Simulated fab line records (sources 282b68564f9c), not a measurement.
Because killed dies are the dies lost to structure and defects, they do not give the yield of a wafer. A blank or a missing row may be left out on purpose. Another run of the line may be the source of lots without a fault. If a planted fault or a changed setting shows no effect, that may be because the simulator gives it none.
A lot that was struck, set against a sound lot :: flow rit_cmos :: 43 out of 202 route steps
Sound: the wafers L330.1, L330.4, L330.6. Wafers L341.3, L341.4, L341.6 were the ones struck. At the end, the cause is stated.
Each step with rows lists, per side, the tool, then ch with its chambers, then its first start. Under that, the readings that differ: sound wafers :: struck wafers :: difference of the means :: sigmas: that difference in standard deviations of wafers without a fault.
alike: words and numbers the same on both sides, and readings whose means are apart by under 2 such deviations; not compared: readings that were withheld, readings missing a value for some wafer, numbers with overlapping values and no deviation given by the record, and bounds like >300 which may hide the same value.
The two part at a step that has a row with sigmas, a row that says differs or no value, or rows on one side only. Numbers that have no deviation but don't overlap get no sigmas and don't part them. A reading missing from all wafers of one side parts the sides only when that side holds two or more wafers.

first, 3 steps without rows for these wafers: RIT_REOX_CLEAN_01 (cleans in dHF, time 30 s); RIT_REOX_CLEAN_02 (cleans in SC2, time 600 s); RIT_REOX_OXIDATION_03 (target thk 25.2 nm, ox time 5580 s).
RIT_REOX_THK_MEAS_04:
  sound on film_metro-01, day 3 08:49; struck on film_metro-04, day 5 14:12
  alike: REOX_OXIDE_THK
then, 6 steps without rows for these wafers: RIT_NLDD_HMDS_00 (prime time 60 s); RIT_NLDD_COAT_01 (resist thk 1000 nm); RIT_NLDD_SOFTBAKE_02 (time 60 s); RIT_NLDD_EXPOSE_03 (exposes mask M7, target cd 40700 nm); RIT_NLDD_PEB_04; RIT_NLDD_DEVELOP_05 (develop time 50 s).
RIT_NLDD_OVL_MEAS_06:
  sound on overlay-02, day 3 09:44; struck on overlay-01, day 5 15:09
  alike: NLDD_OVL
then, 1 step without rows for these wafers: RIT_NLDD_HARDBAKE_07 (time 60 s).
RIT_NLDD_IMPLANT_08:
  sound on implanter-02 ch 0, day 3 09:55; struck on implanter-03 ch 0, day 5 15:25
  alike: faraday_current_uA
RIT_NLDD_STRIP_09: strips in O2, time 180 s.
  sound on plasma_asher-02 ch 0,1, day 3 10:04; struck on plasma_asher-02 ch 0,1, day 5 15:34
  alike: drypump_motor_current_A
  not compared: rf_hours_counter_h
RIT_NLDD_TW_MEAS_10:
  sound on film_metro-01, day 3 10:14; struck on film_metro-01, day 5 15:43
  alike: NLDD_TW
then, 6 steps without rows for these wafers: RIT_PLDD_HMDS_00 (prime time 60 s); RIT_PLDD_COAT_01 (resist thk 1000 nm); RIT_PLDD_SOFTBAKE_02 (time 60 s); RIT_PLDD_EXPOSE_03 (exposes mask M8, target cd 40900 nm); RIT_PLDD_PEB_04; RIT_PLDD_DEVELOP_05 (develop time 50 s).
RIT_PLDD_OVL_MEAS_06:
  sound on overlay-01, day 3 11:09; struck on overlay-01, day 5 16:44
  alike: PLDD_OVL
then, 2 steps without rows for these wafers: RIT_PLDD_HARDBAKE_07 (time 60 s); RIT_PLDD_IMPLANT_08.
RIT_PLDD_STRIP_09: strips in O2, time 180 s.
  sound on plasma_asher-03 ch 0, day 3 11:29; struck on plasma_asher-02 ch 0,1, day 5 17:07
reading: drypump_motor_current_A (A)
sound: 6.6 6.5 6.5
struck: 5.1 5.2 5.1
difference: -1.4
sigmas: -3
  not compared: rf_hours_counter_h
RIT_PLDD_TW_MEAS_10:
  sound on film_metro-02, day 3 11:40; struck on film_metro-01, day 5 17:15
  alike: PLDD_TW
then, 4 steps without rows for these wafers: RIT_SPACER_CLEAN_00 (cleans in SC1, time 600 s); RIT_SPACER_CLEAN_01 (cleans in dHF, time 30 s); RIT_SPACER_CLEAN_02 (cleans in SC2, time 600 s); RIT_SPACER_CVD_03 (deposits Si3N4 from SiH2Cl2/NH3, target thk 250 nm, time 3300 s).
RIT_SPACER_THK_MEAS_04:
  sound on film_metro-04, day 3 14:24; struck on film_metro-03, day 5 20:55
  alike: SPACER_NITRIDE_THK
RIT_SPACER_ETCHBACK_05: etches Si3N4 in SF6/CHF3, stops on SiO2, target depth 250 nm, time 240 s.
  sound on rie_diel-01 ch 0,1,2, day 3 14:28; struck on rie_diel-03 ch 0,2,3, day 5 20:58
  alike: drypump_motor_current_A, oes_product_au, throttle_valve_pct
  not compared: rf_hours_counter_h
then, 6 steps without rows for these wafers: RIT_NSD_HMDS_00 (prime time 60 s); RIT_NSD_COAT_01 (resist thk 1000 nm); RIT_NSD_SOFTBAKE_02 (time 60 s); RIT_NSD_EXPOSE_03 (exposes mask M9, target cd 40700 nm); RIT_NSD_PEB_04; RIT_NSD_DEVELOP_05 (develop time 50 s).
RIT_NSD_OVL_MEAS_06:
  sound on overlay-01, day 3 15:28; struck on overlay-01, day 5 21:58
  alike: NSD_OVL
then, 2 steps without rows for these wafers: RIT_NSD_HARDBAKE_07 (time 60 s); RIT_NSD_IMPLANT_08.
RIT_NSD_STRIP_09: strips in O2, time 180 s.
  sound on plasma_asher-01 ch 0,1, day 3 15:48; struck on plasma_asher-01 ch 0,1, day 5 22:21
  alike: drypump_motor_current_A
  not compared: rf_hours_counter_h
RIT_M1_PROBE_99:
  sound on prober-02, day 4 01:33; struck on prober-01, day 6 07:59
reading: model.etest.nldd.rs_ohm_sq_rim_less_centre
sound: -8.081 -3.093 -4.668
struck: -16.33 -17.41 -15.75
difference: -11.22
sigmas: 

reading: model.etest.nldd.rs_ohm_sq_range
sound: 14.46 11.71 13.96
struck: 20.41 21.91 18.18
difference: +6.79
sigmas: 
  alike: killed_at_contacts, killed_at_front_end, killed_dies, killed_open, killed_short
  not compared: model.etest.nmos_0p15.gate_bv_v, model.etest.nmos_0p15.bv_v, model.etest.nmos_0p3.bv_v, model.etest.antenna_poly.vt_shift_v

## WHERE THEY PART
Only at RIT_PLDD_STRIP_09, within this record. Later steps at which nothing parts them and some readings are alike: RIT_PLDD_TW_MEAS_10, RIT_SPACER_THK_MEAS_04, RIT_SPACER_ETCHBACK_05, RIT_NSD_OVL_MEAS_06, RIT_NSD_STRIP_09, RIT_M1_PROBE_99.

WHY: whatever the simulator had introduced
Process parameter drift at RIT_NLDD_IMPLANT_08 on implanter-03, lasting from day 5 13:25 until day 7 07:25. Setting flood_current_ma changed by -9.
